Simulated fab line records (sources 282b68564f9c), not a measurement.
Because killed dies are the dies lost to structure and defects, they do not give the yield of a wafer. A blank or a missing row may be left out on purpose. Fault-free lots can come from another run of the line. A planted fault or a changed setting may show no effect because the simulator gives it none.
Struck lot and sound lot, side by side ; flow rit_cmos ; 15 out of 202 route steps
Sound: these wafers, L305.2, L305.5, L305.6. Wafers struck: L302.2, L302.5, L302.6. The cause comes at the end.
Each step with rows lists, per side, the tool, then ch with its chambers, then its first start. Under that, the readings that differ: sound wafers ; struck wafers ; difference of the means ; sigmas: that difference in standard deviations of wafers without a fault.
alike: readings whose means differ by less than 2 such deviations, and words and numbers that are the same on both sides. not compared: withheld readings, readings that some wafer has no value for, bounds like >300 that may hide the same value, and numbers for which the record gives no deviation and whose values overlap.
Wherever a step has rows on one side only, a row that says differs or no value, or a row with sigmas, the two part there. When numbers do not overlap yet have no deviation, they are printed without sigmas and do not part them. A reading that every wafer of one side lacks parts them only if that side has two wafers or more.

first, 2 steps without rows for these wafers: RIT_PRETRO_HARDBAKE_07 (time 120 s); RIT_PRETRO_IMPLANT_08.
RIT_PRETRO_STRIP_09: strips in O2, time 180 s.
  sound on plasma_asher-02 ch 0,1, day 6 16:34; struck on plasma_asher-02 ch 0,1, day 6 01:17
  alike: drypump_motor_current_A
  not compared: rf_hours_counter_h
RIT_PRETRO_TW_MEAS_10:
  sound on film_metro-04, day 6 16:45; struck on film_metro-04, day 6 01:28
  alike: PRETRO_TW
then, 5 steps without rows for these wafers: RIT_GATE_WET_ETCH_00 (etches SiO2 in BOE, target depth 56 nm, time 60 s); RIT_GATE_CLEAN_01 (cleans in SC1, time 600 s); RIT_GATE_CLEAN_02 (cleans in dHF, time 30 s); RIT_GATE_CLEAN_03 (cleans in SC2, time 600 s); RIT_GATE_CLEAN_04 (cleans in dHF, time 60 s).
RIT_FOX2_THK_MEAS_91:
  sound on film_metro-04, day 6 17:16; struck on film_metro-03, day 6 01:58
  alike: FIELD_OXIDE_LEFT_2_THK
then, 2 steps without rows for these wafers: RIT_GATE_OXIDATION_05 (target thk 3 nm, ox time 270 s); RIT_GATE_ANNEAL_06 (time 600 s).
RIT_GATE_THK_MEAS_07:
  sound on film_metro-04, day 6 18:38; struck on film_metro-03, day 6 03:20
reading;sound;struck;difference;sigmas
GATE_OXIDE_THK (nm);3.02 3.03 2.98;6.76 6.73 6.75;+3.74;+56
then, 1 step without rows for these wafers: RIT_GATE_CVD_08 (deposits poly-Si from SiH4, target thk 250 nm, time 2220 s).
RIT_M1_PROBE_99:
  sound on prober-01, day 7 18:27; struck on prober-02, day 7 02:47
  alike: killed_at_contacts, killed_at_front_end, killed_dies, killed_open, killed_short

## WHERE THEY PART
Only at RIT_GATE_THK_MEAS_07, as far as this record shows. Later steps at which nothing parts them and some readings are alike: RIT_M1_PROBE_99.

WHY: what had been put in by the simulator
Metrology matching offset: film_metro-03, from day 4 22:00 on, at RIT_GATE_THK_MEAS_07. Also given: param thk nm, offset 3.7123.
